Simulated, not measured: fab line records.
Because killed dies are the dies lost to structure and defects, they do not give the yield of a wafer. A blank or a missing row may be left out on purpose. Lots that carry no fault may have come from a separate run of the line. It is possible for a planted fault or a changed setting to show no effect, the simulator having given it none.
A struck lot beside a sound one | flow berkeley-cmos170 | 44 steps out of a route of 331
Sound: these wafers, L250.2, L250.4, L250.6. Wafers struck: L261.1, L261.3, L261.4. The cause is given at the end.
Each step with rows lists, per side, the tool, then ch with its chambers, then its first start. Under that, the readings that differ: sound wafers | struck wafers | difference of the means | sigmas: that difference in standard deviations of wafers without a fault.
alike: same words and numbers on both sides, and readings whose means sit less than 2 such deviations apart. not compared: any withheld reading, any reading some wafer has no value for, any bound like >300 that may hide the same value, and any number with overlapping values for which the record gives no deviation.
The two part at a step that has a row with sigmas, a row that says differs or no value, or rows on one side only. Non-overlapping numbers with no deviation appear without sigmas and do not part them. A reading that every wafer of one side lacks parts them only if that side has two wafers or more.

first, 1 step without rows for these wafers: UCB170_PLDD_IMPLANT_09.
UCB170_PLDD_STRIP_10: strips in O2.
  sound on plasma-asher-04 ch 0,1, day 7 19:07; struck on plasma-asher-03 ch 0,1, day 9 17:52
  alike: drypump-motor-current-A, oes-product-au, strip-time-to-endpoint-s
  not compared: rf-hours-counter-h
UCB170_PLDD_TW_MEAS_11:
  struck on film-metro-03, day 9 17:58; sound on film-metro-03, day 7 19:13
  alike: PLDD_TW
then, 7 steps without rows for these wafers: UCB170_PLDD_CLEAN_12 (cleans in SPM, time 600 s); UCB170_NLDD_HMDS_00 (prime time 60 s); UCB170_NLDD_COAT_01 (resist thk 900 nm); UCB170_NLDD_SOFTBAKE_02 (time 60 s); UCB170_NLDD_EXPOSE_03 (exposes mask NSELECT, target cd 1200 nm); UCB170_NLDD_PEB_04; UCB170_NLDD_DEVELOP_05 (develop time 45 s).
UCB170_NLDD_CD_MEAS_06: the cd target is 1200 nm.
  struck on cd-sem-01, day 9 19:26; sound on cd-sem-02, day 7 20:41
  reading    | sound                | struck               | difference | sigmas
  cd-nm (nm) | 1200.9 1199.7 1199.6 | 1197.3 1197.7 1196.5 | -2.9       | -2
UCB170_NLDD_OVL_MEAS_07:
  struck on overlay-02, day 9 19:33; sound on overlay-02, day 7 20:47
  alike: NLDD_OVL
UCB170_NLDD_IMPLANT_08:
  sound on implanter-04 ch 0, day 7 20:50; struck on implanter-02 ch 0, day 9 19:35
  reading            | sound             | struck            | difference | sigmas
  tilt-deg (degrees) | 7.014 7.005 7.011 | 5.284 5.307 5.302 | -1.712     | -95
then, 1 step without rows for these wafers: UCB170_NLDD_IMPLANT_09.
UCB170_NLDD_STRIP_10: strips in O2.
  sound on plasma-asher-04 ch 0,1, day 7 21:07; struck on plasma-asher-02 ch 0,1, day 9 19:53
  alike: drypump-motor-current-A, oes-product-au, strip-time-to-endpoint-s
  not compared: rf-hours-counter-h
UCB170_NLDD_TW_MEAS_11:
  struck on film-metro-02, day 9 20:04; sound on film-metro-02, day 7 21:14
  alike: NLDD_TW
then, 1 step without rows for these wafers: UCB170_NLDD_CLEAN_12 (cleans in SPM, time 600 s).
UCB170_SPACER_CVD_00: deposits SiO2 from TEOS/O2, target thk 376 nm, time 47 s.
  sound on pecvd-03 ch 1,2, day 7 21:28; struck on pecvd-01 ch 0,1,2, day 9 20:22
  alike: heater-power-w
  not compared: since-wet-clean-h
UCB170_SPACER_THK_MEAS_01:
  struck on film-metro-03, day 9 20:32; sound on film-metro-01, day 7 21:31
  alike: SPACER_TEOS_THK
then, 1 step without rows for these wafers: UCB170_SPACER_ANNEAL_02 (time 1800 s).
UCB170_SPACER_ETCHBACK_03: etches SiO2 in CHF3/CF4/Ar, stops on Si, target depth 376 nm, time 100 s.
  sound on rie-diel-03 ch 1,2,3, day 7 23:30; struck on rie-diel-01 ch 0,2,3, day 10 00:14
  reading                     | sound       | struck      | difference | sigmas
  drypump-motor-current-A (A) | 6.6 6.3 5.7 | 5.4 4.6 5.5 | -1.0       | -2
  alike: oes-product-au, throttle-valve-pct
  not compared: rf-hours-counter-h
then, 6 steps without rows for these wafers: UCB170_PSD_HMDS_00 (prime time 60 s); UCB170_PSD_COAT_01 (resist thk 900 nm); UCB170_PSD_SOFTBAKE_02 (time 60 s); UCB170_PSD_EXPOSE_03 (exposes mask PSELECT MOD, target cd 1200 nm); UCB170_PSD_PEB_04; UCB170_PSD_DEVELOP_05 (develop time 45 s).
UCB170_PSD_CD_MEAS_06: the cd target is 1200 nm.
  struck on cd-sem-01, day 10 01:45; sound on cd-sem-02, day 8 01:48
  alike: cd-nm
UCB170_PSD_OVL_MEAS_07:
  struck on overlay-02, day 10 01:52; sound on overlay-01, day 8 01:55
  alike: PSD_OVL
then, 1 step without rows for these wafers: UCB170_PSD_IMPLANT_08.
UCB170_PSD_STRIP_09: strips in O2.
  sound on plasma-asher-03 ch 0,1, day 8 02:05; struck on plasma-asher-03 ch 0,1, day 10 02:04
  reading                      | sound             | struck            | difference | sigmas
  strip-time-to-endpoint-s (s) | 29.30 29.38 29.26 | 29.45 29.52 29.48 | +0.17      | +2
  alike: drypump-motor-current-A, oes-product-au
  not compared: rf-hours-counter-h
UCB170_PSD_TW_MEAS_10:
  struck on film-metro-04, day 10 02:10; sound on film-metro-04, day 8 02:12
  alike: PSD_TW
then, 7 steps without rows for these wafers: UCB170_PSD_CLEAN_11 (cleans in SPM, time 600 s); UCB170_NSD_HMDS_00 (prime time 60 s); UCB170_NSD_COAT_01 (resist thk 900 nm); UCB170_NSD_SOFTBAKE_02 (time 60 s); UCB170_NSD_EXPOSE_03 (exposes mask NSELECT MOD, target cd 1200 nm); UCB170_NSD_PEB_04; UCB170_NSD_DEVELOP_05 (develop time 45 s).
UCB170_NSD_CD_MEAS_06: the cd target is 1200 nm.
  struck on cd-sem-01, day 10 04:43; sound on cd-sem-01, day 8 03:58
  reading    | sound                | struck               | difference | sigmas
  cd-nm (nm) | 1201.6 1202.2 1201.5 | 1198.0 1197.2 1198.0 | -4.0       | -3
UCB170_NSD_OVL_MEAS_07:
  struck on overlay-01, day 10 04:50; sound on overlay-02, day 8 04:05
  alike: NSD_OVL
then, 1 step without rows for these wafers: UCB170_NSD_IMPLANT_08.
UCB170_SDANNEAL_RS_MEAS_05: the measuring method here is four-point-probe.
  struck on film-metro-02, day 10 08:48; sound on film-metro-04, day 8 06:03
  reading          | sound             | struck            | difference | sigmas
  NLDD_RS (ohm/sq) | 618.8 617.9 617.6 | 607.4 603.8 605.2 | -12.6      | -9
then, 1 step without rows for these wafers: UCB170_M3_PROBE_99.

## WHERE THEY PART
At UCB170_NLDD_CD_MEAS_06 first; at UCB170_SDANNEAL_RS_MEAS_05 last (within this record only).

WHY: what the simulator had put in
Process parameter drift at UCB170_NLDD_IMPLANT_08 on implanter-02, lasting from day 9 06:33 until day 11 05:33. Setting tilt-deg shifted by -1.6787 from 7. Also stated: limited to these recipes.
